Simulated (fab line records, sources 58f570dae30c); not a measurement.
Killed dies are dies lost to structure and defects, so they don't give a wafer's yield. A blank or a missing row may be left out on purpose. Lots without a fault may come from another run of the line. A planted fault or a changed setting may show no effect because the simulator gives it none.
Which tool did it? | flow berkeley_cmos170 | 15 lots, 45 wafers sampled, at 3 steps of a route of 331

WHAT THE GAUGES READ, wafer by wafer
UCB170_START_THK_MEAS_03. Usual: START_OXIDE_THK 19.8 nm, standard deviation 0.36.
lot  | measured    | on            | START_OXIDE_THK (nm) | flag
L186 | day 1 17:07 | film_metro-03 | 20.3 20.1 20.0       |
L188 | day 2 02:33 | film_metro-03 | 19.8 19.9 19.9       |
L189 | day 2 05:18 | film_metro-03 | 20.2 20.7 20.1       |
L190 | day 2 11:58 | film_metro-02 | 19.2 19.5 19.5       |
L191 | day 2 17:25 | film_metro-02 | 19.5 19.1 19.6       |
L193 | day 3 01:40 | film_metro-03 | 19.4 19.2 19.6       |
L194 | day 3 09:40 | film_metro-02 | 19.8 19.9 19.7       |
L196 | day 3 18:37 | film_metro-03 | 20.2 19.8 20.0       |
L197 | day 3 21:25 | film_metro-03 | 20.0 20.3 20.2       |
L198 | day 4 03:14 | film_metro-01 | 19.6 19.5 19.3       |
L202 | day 4 20:14 | film_metro-02 | 19.7 19.6 19.6       |
L204 | day 5 10:02 | film_metro-03 | 20.2 19.8 20.1       |
L206 | day 5 22:53 | film_metro-01 | 20.1 20.1 20.2       |
L208 | day 6 07:02 | film_metro-02 | 20.6 20.5 20.5       |
L209 | day 6 07:02 | film_metro-01 | 19.6 19.4 20.0       |

UCB170_WELLDRIVE_THK_MEAS_02. Usual: WELLDRIVE_OXIDE_THK 197 nm, standard deviation 4.
lot  | measured    | on            | WELLDRIVE_OXIDE_THK (nm) | flag
L186 | day 3 23:21 | film_metro-02 | 194 196 195              |
L188 | day 4 12:08 | film_metro-02 | 199 203 202              |
L189 | day 4 12:05 | film_metro-01 | 197 198 199              |
L190 | day 4 16:38 | film_metro-04 | 198 198 200              |
L191 | day 5 08:06 | film_metro-02 | 197 197 195              |
L193 | day 5 08:05 | film_metro-04 | 195 194 190              |
L198 | day 6 10:45 | film_metro-04 | 200 200 197              |
L202 | day 7 01:30 | film_metro-02 | 199 199 199              |
L204 | day 7 14:46 | film_metro-01 | 191 193 189              |
L206 | day 8 11:59 | film_metro-01 | 193 192 196              |
L208 | day 8 16:50 | film_metro-04 | 195 198 195              |
L209 | day 8 11:59 | film_metro-02 | 194 193 195              |

WHICH TOOL RAN EACH LOT (tool, then ch and the chambers of the sampled wafers, then the start)
lot  | UCB170_PWELL_PEB_11
L186 | litho_track-03 ch 0, day 3 11:26
L188 | litho_track-01 ch 0, day 3 21:00
L189 | litho_track-02 ch 0, day 3 21:00
L190 | litho_track-02 ch 0, day 4 03:40
L191 | litho_track-02 ch 0, day 4 18:11
L193 | litho_track-02 ch 0, day 4 17:26
L194 | litho_track-03, day 5 03:47
L196 | litho_track-03, day 5 12:15
L197 | litho_track-01, day 5 12:14
L198 | litho_track-03 ch 0, day 5 20:50
L202 | litho_track-02 ch 0, day 6 12:50
L204 | litho_track-03 ch 0, day 7 04:02
L206 | litho_track-01 ch 0, day 7 14:59
L208 | litho_track-03 ch 0, day 7 23:31
L209 | litho_track-02 ch 0, day 7 23:17
- UCB170_PWELL_PEB_11

WHAT THE TOOLS THEMSELVES READ (means of the sampled wafers that have a number; where no wafer has one, the mark that the record gives instead)
UCB170_PWELL_PEB_11. Usual: chill_plate_temp_C 23.03 C, standard deviation 0.11; exhaust_pa 45.0 Pa, standard deviation 0.93.
lot  | tool           | chill_plate_temp_C (C) | exhaust_pa (Pa) | flag
L186 | litho_track-03 | 23.16                  | 44.7            |
L188 | litho_track-01 | 22.97                  | 44.2            |
L189 | litho_track-02 | 23.07                  | 44.6            |
L190 | litho_track-02 | 22.97                  | 44.3            |
L191 | litho_track-02 | 23.08                  | 44.1            |
L193 | litho_track-02 | 22.99                  | 45.3            |
L194 | litho_track-03 | -                      | -               | OFF
L196 | litho_track-03 | -                      | -               | OFF
L197 | litho_track-01 | -                      | -               | OFF
L198 | litho_track-03 | 23.13                  | 44.6            |
L202 | litho_track-02 | 23.03                  | 44.7            |
L204 | litho_track-03 | 22.99                  | 43.9            |
L206 | litho_track-01 | 22.98                  | 45.2            |
L208 | litho_track-03 | 23.03                  | 43.5            |
L209 | litho_track-02 | 22.92                  | 46.0            |

THE ANSWER, worked out from the rows above alone
Rule: a lot is off if the mean of its wafers that have a number lies more than 3 standard deviations from the usual mean. A lot without any number at a reading at which 4 lots or more have one is off too. The other lots that the step has rows for count as sound. The gauges are gone through in route order, then the tools' own readings, and for those a lot's mean is taken as printed above. The first step at which some lot is off is used, and at that step the reading that is off furthest; a lot without a number counts as furthest.
Off: L194, L196, L197, at UCB170_PWELL_PEB_11 (chill_plate_temp_C). Without a number there: L194, L196, L197.
A tool fits if, at that step or a process step before it, it ran every lot that is off, and no sound lot after the first of them. None of those tried fits.

WHAT THE SIMULATOR HAD PUT IN
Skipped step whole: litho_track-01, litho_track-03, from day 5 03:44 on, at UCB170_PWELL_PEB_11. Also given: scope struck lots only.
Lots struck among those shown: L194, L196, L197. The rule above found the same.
